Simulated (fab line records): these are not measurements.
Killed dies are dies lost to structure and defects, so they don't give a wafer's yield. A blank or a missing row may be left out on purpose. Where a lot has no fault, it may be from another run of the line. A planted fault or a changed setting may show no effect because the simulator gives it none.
The same fault as seen by 2 desks || flow rit-cmos || each desk holds nothing but its own numbers, with what lay behind them at the end

== THE TOOL OWNER'S DESK: pvd-sputter-01 ==
The tool's own readings at RIT_M1_SPUTTER_00 (material Al, target thk 400 nm, time 500 s): means of the sampled wafers that have a number, for each lot that ran on this tool. A lot is out of limits, marked OUT, if its mean lies more than 4 standard deviations from the usual mean; the brackets give that distance.
Columns: A = throttle-valve-pct at RIT_M1_SPUTTER_00, usual 30.1 %
{"lot": "L711", "first seen here": "day 5 11:44", "A": 30.3}
{"lot": "L712", "first seen here": "day 5 17:28", "A": 30.7}
{"lot": "L718", "first seen here": "day 6 18:46", "A": 29.9}
{"lot": "L720", "first seen here": "day 7 09:20", "A": 30.4}
This desk found nothing out of limits on any of the 4 lots.

== AT THE METROLOGY DESK ==
What the gauges read for every lot (on any tool): the sampled wafers with a number, averaged. A lot is out of limits, marked OUT, if its mean lies more than 4 standard deviations from the usual mean; the brackets give that distance.
Columns: A = cd-nm at RIT_CONTACT_CD_MEAS_08, usual 999.5 nm; B = CONTACT_OVL at RIT_CONTACT_OVL_MEAS_09, usual -0.9 nm; C = cd-nm at RIT_CONTACT_CD_MEAS_90, usual 999.5 nm; D = M1_AL_RS at RIT_M1_RS_MEAS_01, usual 0.0736 ohm/sq; E = M1_AL_THK at RIT_M1_THK_MEAS_02, usual 399 nm; F = cd-nm at RIT_M1_CD_MEAS_09, usual 2600.5 nm; G = M1_OVL at RIT_M1_OVL_MEAS_10, usual 0.0 nm
{"lot": "L711", "first seen here": "day 5 10:34", "A": 1000.1, "B": -1.9, "C": 1000.1, "D": 0.0727, "E": 405, "F": 2597.7, "G": 1.0}
{"lot": "L710", "first seen here": "day 5 12:50", "A": 1001.2, "B": -1.7, "C": 1001.3, "D": 0.0732, "E": 403, "F": 2598.7, "G": -1.0}
{"lot": "L712", "first seen here": "day 5 16:19", "A": 1000.0, "B": -0.9, "C": 1000.3, "D": 0.0726, "E": 402, "F": 2599.4, "G": -1.9}
{"lot": "L718", "first seen here": "day 6 17:35", "A": 1000.2, "B": -0.1, "C": 999.7, "D": 0.0725, "E": 405, "F": 2601.9, "G": 0.9}
{"lot": "L719", "first seen here": "day 7 03:57", "A": 999.0, "B": 0.2, "C": 999.0, "D": 0.0744, "E": 396, "F": 2599.7, "G": -0.6}
{"lot": "L720", "first seen here": "day 7 08:10", "A": 1001.4, "B": -1.7, "C": 1001.1, "D": 0.0727, "E": 403, "F": 2598.1, "G": 0.1}
This desk found nothing out of limits on any of the 6 lots.

== PUT TOGETHER ==
The tool owner's desk saw nothing out of limits.
The metrology desk saw nothing out of limits.

== WHAT WAS PUT IN BY THE SIMULATOR ==
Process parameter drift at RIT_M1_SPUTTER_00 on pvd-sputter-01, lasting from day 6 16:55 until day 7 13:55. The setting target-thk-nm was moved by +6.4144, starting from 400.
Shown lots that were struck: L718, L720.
